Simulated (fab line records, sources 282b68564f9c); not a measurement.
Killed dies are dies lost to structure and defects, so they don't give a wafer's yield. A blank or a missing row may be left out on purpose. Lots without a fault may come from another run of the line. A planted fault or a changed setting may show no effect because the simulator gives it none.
Split-lot experiment | flow rit_cmos | 5 lots, 23 wafers read, on a route of 202 steps

THE SPLIT
At RIT_REOX_OXIDATION_03 (target thk 25.2 nm, ox time 5580 s), the setting temp_c was moved away from the recipe's 900 C on 15 of the 23 wafers read, by -1.6% to +2.9%. The other wafers ran this setting at the recipe's value.

The file shows no step between the split and the reading.

THE READING
REOX_OXIDE_THK, in nm, at RIT_REOX_THK_MEAS_04. Fault-free wafers of this fab line usually give 25.0 nm, standard deviation 0.53 nm.

wafer  | tool, chamber at the split | temp_c as run, C | against the recipe | REOX_OXIDE_THK, nm | against lot-mates on the recipe
L075.2 | furnace-04, 0              | 900              | recipe             | 24.6               | -
L075.3 | furnace-04, 0              | 900              | recipe             | 24.9               | -
L075.5 | furnace-04, 0              | 900              | recipe             | 25.1               | -
L077.1 | -, -                       | 900              | recipe             | 24.9               | -
L077.2 | -, -                       | 900              | recipe             | 24.7               | -
L077.3 | -, -                       | 900              | recipe             | 24.9               | -
L077.4 | -, -                       | 900              | recipe             | 25.0               | -
L077.6 | -, -                       | 900              | recipe             | 24.7               | -
L080.1 | -, -                       | 926.3            | +2.9%              | 32.9               | no lot-mate on the recipe
L080.2 | -, -                       | 926.3            | +2.9%              | 33.1               | no lot-mate on the recipe
L080.3 | -, -                       | 926.3            | +2.9%              | 32.4               | no lot-mate on the recipe
L080.4 | -, -                       | 926.3            | +2.9%              | 32.7               | no lot-mate on the recipe
L080.5 | -, -                       | 926.3            | +2.9%              | 32.5               | no lot-mate on the recipe
L083.1 | -, -                       | 885.9            | -1.6%              | 22.5               | no lot-mate on the recipe
L083.2 | -, -                       | 885.9            | -1.6%              | 22.3               | no lot-mate on the recipe
L083.4 | -, -                       | 885.9            | -1.6%              | 22.3               | no lot-mate on the recipe
L083.5 | -, -                       | 885.9            | -1.6%              | 22.2               | no lot-mate on the recipe
L083.6 | -, -                       | 885.9            | -1.6%              | 22.5               | no lot-mate on the recipe
L084.1 | -, -                       | 891.1            | -1.0%              | 23.1               | no lot-mate on the recipe
L084.2 | -, -                       | 891.1            | -1.0%              | 22.5               | no lot-mate on the recipe
L084.4 | -, -                       | 891.1            | -1.0%              | 23.2               | no lot-mate on the recipe
L084.5 | -, -                       | 891.1            | -1.0%              | 22.7               | no lot-mate on the recipe
L084.6 | -, -                       | 891.1            | -1.0%              | 22.9               | no lot-mate on the recipe

THE FIT
A straight line over all 23 wafers: REOX_OXIDE_THK changes by +2.39 nm for each +1% of temp_c; r = +0.99; the points scatter about the line by 0.56 nm.
Too few moved wafers have a lot-mate on the recipe to fit a line with each lot's own level taken away.

THE WHOLE CHAIN: every reading that the file lists as answering this split, in the file's order
step                  | what it does                       | reading                                                                           | change (the file's fit)              | r (the file's)
RIT_REOX_OXIDATION_03 | target thk 25.2 nm, ox time 5580 s | SiO2_of_REOX_OXIDATION_03.thk_nm (the simulator's own value, which no gauge read) | +2.4 nm for each +1% of the setting  | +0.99
RIT_REOX_THK_MEAS_04  |                                    | REOX_OXIDE_THK                                                                    | +2.4 for each +1% of the setting     | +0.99
RIT_SPACER_CLEAN_00   | cleans in SC1, time 600 s          | SiO2_of_REOX_OXIDATION_03.thk_nm (the simulator's own value, which no gauge read) | +2.21 nm for each +1% of the setting | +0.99
RIT_M1_PROBE_99       |                                    | etest.nldd.rs_ohm_sq (the simulator's own value, which no gauge read)             | +65.1 for each +1% of the setting    | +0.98

THE FILE'S OWN FIT
REOX_OXIDE_THK changes by +2.4 nm for each +1% of temp_c, r = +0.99.
